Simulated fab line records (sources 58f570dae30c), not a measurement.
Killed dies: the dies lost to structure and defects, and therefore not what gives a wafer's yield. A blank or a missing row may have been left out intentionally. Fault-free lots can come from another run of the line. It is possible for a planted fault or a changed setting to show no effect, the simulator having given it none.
2 desks looking at one fault    flow berkeley-cmos170    every desk sees just its own numbers, and what lay behind them comes last

== METROLOGY DESK ==
What the gauges read for every lot (on any tool): the sampled wafers with a number, averaged. A lot is out of limits, marked OUT, if its mean lies more than 4 standard deviations from the usual mean; the brackets give that distance.
Columns: A = cd-nm at UCB170_M1_CD_MEAS_90, usual 698.7 nm
lot   first seen here  A
L610  day 7 01:20      699.6
L613  day 7 15:42      701.0
L612  day 7 15:47      697.0
L614  day 7 19:45      698.7
L615  day 8 01:24      697.2
L611  day 8 09:41      701.6
L619  day 8 18:01      698.4
L621  day 9 04:49      702.3
L629  day 10 20:28     701.0
L627  day 10 21:19     698.7
L631  day 11 03:43     696.7
L632  day 11 04:05     698.0
L633  day 11 10:05     698.9
This desk's finding: nothing out of limits on any of the 13 lots.

== AT THE TOOL OWNER'S DESK: rie-metal-01 ==
The tool's own readings at UCB170_M1_METAL_ETCH_12 (etches Al in Cl2/BCl3, stops on PSG, target depth 780 nm, time 130 s): means of the sampled wafers that have a number, for each lot that ran on this tool. A lot is out of limits, marked OUT, if its mean lies more than 4 standard deviations from the usual mean; the brackets give that distance.
Columns: A = drypump-motor-current-A at UCB170_M1_METAL_ETCH_12, usual 5.8 A; B = oes-product-au at UCB170_M1_METAL_ETCH_12, usual 0.850 a.u.; C = throttle-valve-pct at UCB170_M1_METAL_ETCH_12, usual 24.57 %
lot   first seen here  A    B      C
L610  day 7 01:06      6.1  0.836  24.52
L612  day 7 15:33      6.1  0.841  24.52
L611  day 8 09:25      6.1  0.830  24.53
L619  day 8 17:46      6.1  0.839  24.52
L621  day 9 04:35      6.3  0.846  24.60
This desk's finding: nothing out of limits on any of the 5 lots.

== ALL TOGETHER ==
From the metrology desk's view, nothing was out of limits.
The desk of the tool owner found nothing out of limits.

== WHAT THE SIMULATOR PUT IN ==
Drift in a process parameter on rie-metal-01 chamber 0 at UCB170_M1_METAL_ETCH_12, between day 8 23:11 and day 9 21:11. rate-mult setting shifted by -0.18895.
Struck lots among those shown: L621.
